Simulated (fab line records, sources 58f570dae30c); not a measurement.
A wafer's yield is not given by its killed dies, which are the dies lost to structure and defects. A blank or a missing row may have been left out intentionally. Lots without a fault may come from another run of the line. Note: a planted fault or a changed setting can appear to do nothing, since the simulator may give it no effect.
Struck lot and sound lot, side by side ; flow berkeleyCmos170 ; 14 steps out of a route of 331
Sound: these wafers, L883.2, L883.4, L883.6. Struck: wafers L887.1, L887.3, L887.4. At the end, the cause is stated.
At each step with rows: each side's tool, then ch and its chambers, then its first start. Under that, the readings that differ: sound wafers ; struck wafers ; difference of the means ; sigmas: that difference in standard deviations of wafers without a fault.
alike: readings with means less than 2 such deviations apart, plus words and numbers identical on both sides. not compared: withheld readings, readings lacking a value on some wafer, bounds such as >300 that could conceal the same value, and numbers that have no deviation in the record and whose values overlap.
The two part at a step that has a row with sigmas, a row that says differs or no value, or rows on one side only. Numbers that don't overlap but have no deviation are shown without sigmas and don't part them. A reading missing from all wafers of one side parts the sides only when that side holds two or more wafers.

UCB170_M1_STRIP_13: strips in O2.
  sound on plasmaAsher-04 ch 0, day 10 02:23; struck on plasmaAsher-02 ch 0,1, day 11 11:44
  alike: drypumpMotorCurrentA, oesProductAu
  not compared: rfHoursCounterH
UCB170_M1_CD_MEAS_90 targets a cd of 700 nm.
  struck on cdSem-02, day 11 11:50; sound on cdSem-02, day 10 02:31
  alike: cdNm
then, 1 step without rows for these wafers: UCB170_M1_ANNEAL_14 (time 1200 s).
UCB170_V1_CVD_00: deposits SiO2 from TEOS/O2, target thk 2000 nm, time 250 s.
  sound on pecvd-01 ch 0,2, day 10 03:56; struck on pecvd-01 ch 0,1, day 11 14:06
  alike: heaterPowerW
UCB170_V1_THK_MEAS_01:
  struck on filmMetro-01, day 11 14:16; sound on filmMetro-01, day 10 04:07
  alike: V1_TEOS_THK
UCB170_V1_CMP_02: polishes SiO2.
  sound on cmp-01 ch 0,2,3, day 10 04:16; struck on cmp-02 ch 0,1,3, day 11 14:19
  alike: edgeZonePressureFrac, headPressurePsi, motorCurrentA
UCB170_V1_BOW_MEAS_03:
  struck on filmMetro-01, day 11 14:37; sound on filmMetro-04, day 10 04:29
  alike: V1_BOW
UCB170_V1_THK_MEAS_04:
  struck on filmMetro-01, day 11 14:44; sound on filmMetro-04, day 10 04:35
  alike: V1_POLISHED_THK
then, 4 steps without rows for these wafers: UCB170_V1_CLEAN_05 (cleans in DIW); UCB170_V1_HMDS_06 (prime time 60 s); UCB170_V1_COAT_07 (resist thk 900 nm); UCB170_V1_SOFTBAKE_08 (time 58.18 s).
UCB170_V1_EXPOSE_09: exposes mask VIA1, target cd 700 nm.
  sound on krfScanner-01 ch 0, day 10 05:18; struck on krfScanner-02, day 11 15:58
  no value came back on the struck wafers for exposureDoseMJCm2, focusOffsetNm (nm); on the sound wafers exposureDoseMJCm2 reads 37.05 36.99 37.00
  alike: mask
then, 1 step without rows for these wafers: UCB170_V1_PEB_10.

== WHERE THEY PART ==
Only at UCB170_V1_EXPOSE_09, within this record.

WHY: the cause the simulator had injected
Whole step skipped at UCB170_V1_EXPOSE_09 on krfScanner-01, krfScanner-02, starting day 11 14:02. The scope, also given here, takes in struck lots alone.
